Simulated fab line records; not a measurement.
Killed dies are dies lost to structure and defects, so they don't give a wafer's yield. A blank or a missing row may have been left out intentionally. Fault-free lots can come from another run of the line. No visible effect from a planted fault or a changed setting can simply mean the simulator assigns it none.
Which tool is to blame? / flow berkeley cmos170 / 15 lots (45 wafers sampled), 1 step of a 331-step route

WHAT THE GAUGES SHOWED, per wafer
Not one reading of a measure or inspect step in the record can be checked against a usual standard deviation.

WHICH TOOL RAN EACH LOT (tool, then ch and the chambers of the sampled wafers, then the start)
lot=L660; UCB170_V2_DEVELOP_11=litho track-01 ch 0, day 8 12:00
lot=L663; UCB170_V2_DEVELOP_11=litho track-04 ch 0, day 9 08:00
lot=L666; UCB170_V2_DEVELOP_11=litho track-01 ch 0, day 9 09:00
lot=L668; UCB170_V2_DEVELOP_11=litho track-04 ch 0, day 10 15:00
lot=L670; UCB170_V2_DEVELOP_11=litho track-04, day 10 22:00
lot=L671; UCB170_V2_DEVELOP_11=litho track-01, day 11 02:00
lot=L673; UCB170_V2_DEVELOP_11=litho track-01 ch 0, day 11 03:00
lot=L672; UCB170_V2_DEVELOP_11=litho track-03, day 11 03:00
lot=L674; UCB170_V2_DEVELOP_11=litho track-04 ch 0, day 11 10:00
lot=L675; UCB170_V2_DEVELOP_11=litho track-03 ch 0, day 11 10:00
lot=L676; UCB170_V2_DEVELOP_11=litho track-04 ch 0, day 11 22:00
lot=L678; UCB170_V2_DEVELOP_11=litho track-01 ch 0, day 12 04:00
lot=L681; UCB170_V2_DEVELOP_11=litho track-04 ch 0, day 12 13:00
lot=L682; UCB170_V2_DEVELOP_11=litho track-04 ch 0, day 12 15:00
lot=L680; UCB170_V2_DEVELOP_11=litho track-04 ch 0, day 12 15:00
- UCB170_V2_DEVELOP_11: develop time 45 s.

AS READ BY THE TOOLS THEMSELVES (means over the sampled wafers that have a number; for cases with no such wafer, the mark the record gives instead)
UCB170_V2_DEVELOP_11. Usual: 23.00 C for chill plate temp C, sd 0.1.
lot=L660; tool=litho track-01; chill plate temp C (C)=22.86; flag=
lot=L663; tool=litho track-04; chill plate temp C (C)=22.97; flag=
lot=L666; tool=litho track-01; chill plate temp C (C)=23.06; flag=
lot=L668; tool=litho track-04; chill plate temp C (C)=23.05; flag=
lot=L670; tool=litho track-04; chill plate temp C (C)=-; flag=OFF
lot=L671; tool=litho track-01; chill plate temp C (C)=-; flag=OFF
lot=L673; tool=litho track-01; chill plate temp C (C)=23.00; flag=
lot=L672; tool=litho track-03; chill plate temp C (C)=-; flag=OFF
lot=L674; tool=litho track-04; chill plate temp C (C)=22.80; flag=
lot=L675; tool=litho track-03; chill plate temp C (C)=23.01; flag=
lot=L676; tool=litho track-04; chill plate temp C (C)=23.01; flag=
lot=L678; tool=litho track-01; chill plate temp C (C)=23.13; flag=
lot=L681; tool=litho track-04; chill plate temp C (C)=23.14; flag=
lot=L682; tool=litho track-04; chill plate temp C (C)=22.95; flag=
lot=L680; tool=litho track-04; chill plate temp C (C)=23.03; flag=

THE ANSWER, worked out from the rows above alone
Rule: a lot is off if the mean of its wafers that have a number lies more than 3 standard deviations from the usual mean. A lot without any number at a reading at which 4 lots or more have one is off too. Any other lot the step has rows for is counted as sound. Order of review: gauges by route order, followed by the tools' own readings, for which a lot's mean as printed above is used. At the first step where some lot is off, the reading lying furthest off is the one used; lots without a number count as furthest.
Off, at UCB170_V2_DEVELOP_11 on chill plate temp C: L670, L671, L672. Without a number there: L670, L671, L672.
A tool fits if, at that step or a process step before it, it ran every lot that is off, and no sound lot after the first of them. No candidate that was tried fits.

WHAT HAD BEEN PUT IN BY THE SIMULATOR
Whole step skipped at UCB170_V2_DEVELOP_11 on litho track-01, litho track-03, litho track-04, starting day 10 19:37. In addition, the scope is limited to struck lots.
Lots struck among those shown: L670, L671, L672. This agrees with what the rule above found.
